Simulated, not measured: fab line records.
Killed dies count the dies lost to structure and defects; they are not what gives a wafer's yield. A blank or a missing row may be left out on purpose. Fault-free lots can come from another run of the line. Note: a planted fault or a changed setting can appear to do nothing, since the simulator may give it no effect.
Split-lot study -- flow rit cmos -- route with 202 steps; 5 lots, 23 wafers read

THE SPLIT
At RIT_GATE_EXPOSE_13 (exposes mask M6, target cd 150 nm), the setting dose mj was moved away from the recipe's 380 on 9 of the 23 wafers read, by -4.4% to +6.1%. For the rest of the wafers, this setting stayed at what the recipe calls for.

FROM THE SPLIT TO THE READING: what the file shows between them, 6 steps
- RIT_GATE_PEB_14
- RIT_GATE_DEVELOP_15: develop time 50 s
- RIT_GATE_CD_MEAS_16: target cd 150 nm
- RIT_GATE_HARDBAKE_18: time 60 s
- RIT_GATE_ETCH_19: etches poly-Si in SF6/CHF3/O2, stops on SiO2, time 159.1 s, target depth 312.5 nm
- RIT_GATE_STRIP_20: strips in O2, time 180 s

THE READING
At RIT_GATE_CD_MEAS_90: cd nm in nanometres, against a target cd of 150 nm. A value of 149.8 nm with a standard deviation of 2.6 nm is what fault-free wafers of this fab line usually give.

wafer,"tool, chamber at the split",dose mj as run,against the recipe,"cd nm, nm",against lot-mates on the recipe
L074.1,"iline stepper-02, 0",363.3,-4.4%,174.9,+22.2
L074.2,"iline stepper-02, 0",363.3,-4.4%,174.8,+22.2
L074.3,"iline stepper-02, 0",363.3,-4.4%,175.1,+22.4
L074.4,"iline stepper-02, 0",380,recipe,152.5,-
L074.6,"iline stepper-02, 0",380,recipe,152.8,-
L078.1,"iline stepper-02, 0",380,recipe,147.3,-
L078.2,"iline stepper-02, 0",380,recipe,148.0,-
L078.3,"iline stepper-02, 0",380,recipe,148.6,-
L078.5,"iline stepper-02, 0",380,recipe,147.7,-
L078.6,"iline stepper-02, 0",380,recipe,146.5,-
L079.1,"iline stepper-02, 0",380,recipe,150.5,-
L079.4,"iline stepper-02, 0",380,recipe,151.4,-
L079.6,"iline stepper-02, 0",380,recipe,150.6,-
L082.1,"iline stepper-01, 0",397.6,+4.6%,128.4,-23.5
L082.2,"iline stepper-01, 0",380,recipe,151.7,-
L082.3,"iline stepper-01, 0",397.6,+4.6%,128.5,-23.4
L082.4,"iline stepper-01, 0",397.6,+4.6%,127.9,-24.0
L082.6,"iline stepper-01, 0",380,recipe,152.1,-
L084.1,"iline stepper-02, 0",380,recipe,152.2,-
L084.2,"iline stepper-02, 0",380,recipe,151.3,-
L084.4,"iline stepper-02, 0",403.2,+6.1%,118.9,-32.8
L084.5,"iline stepper-02, 0",403.2,+6.1%,123.1,-28.7
L084.6,"iline stepper-02, 0",403.2,+6.1%,118.3,-33.5

FIT RESULTS
A straight line over all 23 wafers: cd nm changes by -5.1 nm for each +1% of dose mj; r = -0.99; the points scatter about the line by 2.1 nm.
The same after taking each lot's own level away (the mean of its wafers on the recipe; 23 wafers): -5.13 nm for each +1%; r = -1.00; scatter 0.92 nm.
That fit puts the effect of the largest move of dose mj on the reading at 31 nm.
From 147.62 to 152.65 nm: that is the span of the lots' own levels, equal to 1.9 times the standard deviation above.
Hence the lot-to-lot level has little effect on the slope; both slopes agree.
Check: with one of the wafers moved furthest among these (+6.1%) left out of the fit, the line predicts -31.1 nm for it against its lot-mates. It came out at -32.8 nm against them.

OTHER SPLITS APPLIED TO THESE WAFERS
Before the reading, these wafers also passed through other splits. Each is held against what the fit with the lots' levels taken away leaves over:
other split on the same wafers,wafers away from the commonest value,r with cd nm (lot level and that fit taken away)
RIT_ACTIVE_CVD_03 pressure mtorr,18,+0.12
RIT_ACTIVE_DEVELOP_10 develop time s,7,+0.14
RIT_FOX2_OXIDATION_00 temp c,15,+0.04
RIT_PRETRO_SOFTBAKE_02 temp c,6,+0.09
RIT_PRETRO_IMPLANT_08 tilt deg,6,-0.31
RIT_GATE_CVD_08 temp c,15,+0.04

THE WHOLE CHAIN: every reading that the file lists as answering this split, in the file's order
step,what it does,reading,change (the file's fit),r (the file's)
RIT_GATE_CD_MEAS_16,target cd 150 nm,cd nm,-5.2 nm for each +1% of the setting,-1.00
RIT_GATE_CD_MEAS_90,target cd 150 nm,cd nm,-5.13 nm for each +1% of the setting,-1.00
RIT_M1_PROBE_99,,"etest.pmos turned.r on ohm um (the simulator's own value, which no gauge read)",-122 for each +1% of the setting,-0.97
RIT_M1_PROBE_99,,"etest.nmos turned.drive ua um (the simulator's own value, which no gauge read)",+10.3 for each +1% of the setting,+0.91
RIT_M1_PROBE_99,,"etest.nmos_0p15.drive ua um (the simulator's own value, which no gauge read)",+22.1 for each +1% of the setting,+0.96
RIT_M1_PROBE_99,,"etest.nmos_0p15.r on ohm um (the simulator's own value, which no gauge read)",-35.5 for each +1% of the setting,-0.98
RIT_M1_PROBE_99,,"etest.npoly line.line ohm um (the simulator's own value, which no gauge read)",+10.4 for each +1% of the setting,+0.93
RIT_M1_PROBE_99,,"etest.ppoly line.line ohm um (the simulator's own value, which no gauge read)",+9.37 for each +1% of the setting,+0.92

THE FILE'S OWN FIT
cd nm changes by -5.13 nm for each +1% of dose mj, r = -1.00.
